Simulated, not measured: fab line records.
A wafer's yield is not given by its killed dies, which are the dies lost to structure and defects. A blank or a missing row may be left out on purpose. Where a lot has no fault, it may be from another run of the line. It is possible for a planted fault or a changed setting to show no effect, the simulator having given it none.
Struck lot and sound lot, side by side    flow rit_cmos    14 out of 202 route steps
Sound: these wafers, L544.1, L544.3, L544.4. The struck wafers were L548.4, L548.5, L548.6. The cause is given at the end.
For every step that has rows: the tool of each side, followed by ch and its chambers, followed by its first start. Under that, the readings that differ: sound wafers    struck wafers    difference of the means    sigmas: that difference in standard deviations of wafers without a fault.
alike: readings whose means differ by less than 2 such deviations, and words and numbers that are the same on both sides. not compared: withheld readings, readings that some wafer has no value for, bounds like >300 that may hide the same value, and numbers for which the record gives no deviation and whose values overlap.
Wherever a step has rows on one side only, a row that says differs or no value, or a row with sigmas, the two part there. Numbers that don't overlap but have no deviation are shown without sigmas and don't part them. Lack of a reading on every wafer of one side parts them only where that side has two or more wafers.

first, 2 steps without rows for these wafers: RIT_PLDD_PEB_04; RIT_PLDD_DEVELOP_05 (develop time 50 s).
RIT_PLDD_OVL_MEAS_06:
  sound on overlay-02 at day 4 17:37; struck on overlay-01 at day 5 15:02
  alike: PLDD_OVL
then, 2 steps without rows for these wafers: RIT_PLDD_HARDBAKE_07 (time 60 s); RIT_PLDD_IMPLANT_08.
RIT_PLDD_STRIP_09: strips in O2, time 180 s.
  sound on plasma_asher-01 ch 0,1, day 4 17:57; struck on plasma_asher-02 ch 0,1, day 5 15:25
  alike: drypump_motor_current_A
  not compared: rf_hours_counter_h
RIT_PLDD_TW_MEAS_10:
  sound on film_metro-04 at day 4 18:07; struck on film_metro-01 at day 5 15:34
  alike: PLDD_TW
then, 4 steps without rows for these wafers: RIT_SPACER_CLEAN_00 (cleans in SC1, time 600 s); RIT_SPACER_CLEAN_01 (cleans in dHF, time 30 s); RIT_SPACER_CLEAN_02 (cleans in SC2, time 600 s); RIT_SPACER_CVD_03 (deposits Si3N4 from SiH2Cl2/NH3, target thk 250 nm, time 3300 s).
RIT_SPACER_THK_MEAS_04:
  sound on film_metro-04 at day 4 20:32; struck on film_metro-01 at day 5 17:54
  alike: SPACER_NITRIDE_THK
RIT_SPACER_ETCHBACK_05: etches Si3N4 in SF6/CHF3, stops on SiO2, target depth 250 nm, time 240 s.
  sound on rie_diel-03 ch 0,1,2, day 4 20:36; struck on rie_diel-03 ch 0,1,2, day 5 18:01
  no value came back on the struck wafers for any of 6 readings (CHF3_flow_sccm (sccm), SF6_flow_sccm (sccm) and others); on the sound wafers CHF3_flow_sccm (sccm) reads 29.90 30.15 30.03
reading                                      sound              struck             difference  sigmas
model.poly-Si_of_GATE_CVD_08.thk_nm (nm)     168.5 166.1 167.1  229.7 228.8 228.5  +61.8       
model.Si3N4_of_SPACER_CVD_03.thk_nm (nm)     194.2 194.7 196.6  254.4 251.6 252.4  +57.6       
model.SiO2_of_FOX2_OXIDATION_00.thk_nm (nm)  171.7 169.8 172.7  226.2 222.8 228.8  +54.5       
RIT_M1_PROBE_99:
  sound on prober-01 at day 5 07:43; struck on prober-01 at day 6 06:49
reading              sound   struck                                                                difference                    sigmas
hold                 - - -   await_dispo/1.6h/scrap await_dispo/1.6h/scrap await_dispo/1.6h/scrap  no value on the sound wafers  
killed_at_front_end  8 6 10  264 264 264                                                           +256                          +80
killed_dies          8 6 10  264 264 264                                                           +256                          +80
killed_on_rim        2 0 3   70 70 70                                                              +68                           +49
  alike: killed_at_contacts, killed_open, killed_short

== WHERE THEY PART ==
Last at RIT_M1_PROBE_99 as far as this record goes, first at RIT_SPACER_ETCHBACK_05.

WHY: what the simulator had put in
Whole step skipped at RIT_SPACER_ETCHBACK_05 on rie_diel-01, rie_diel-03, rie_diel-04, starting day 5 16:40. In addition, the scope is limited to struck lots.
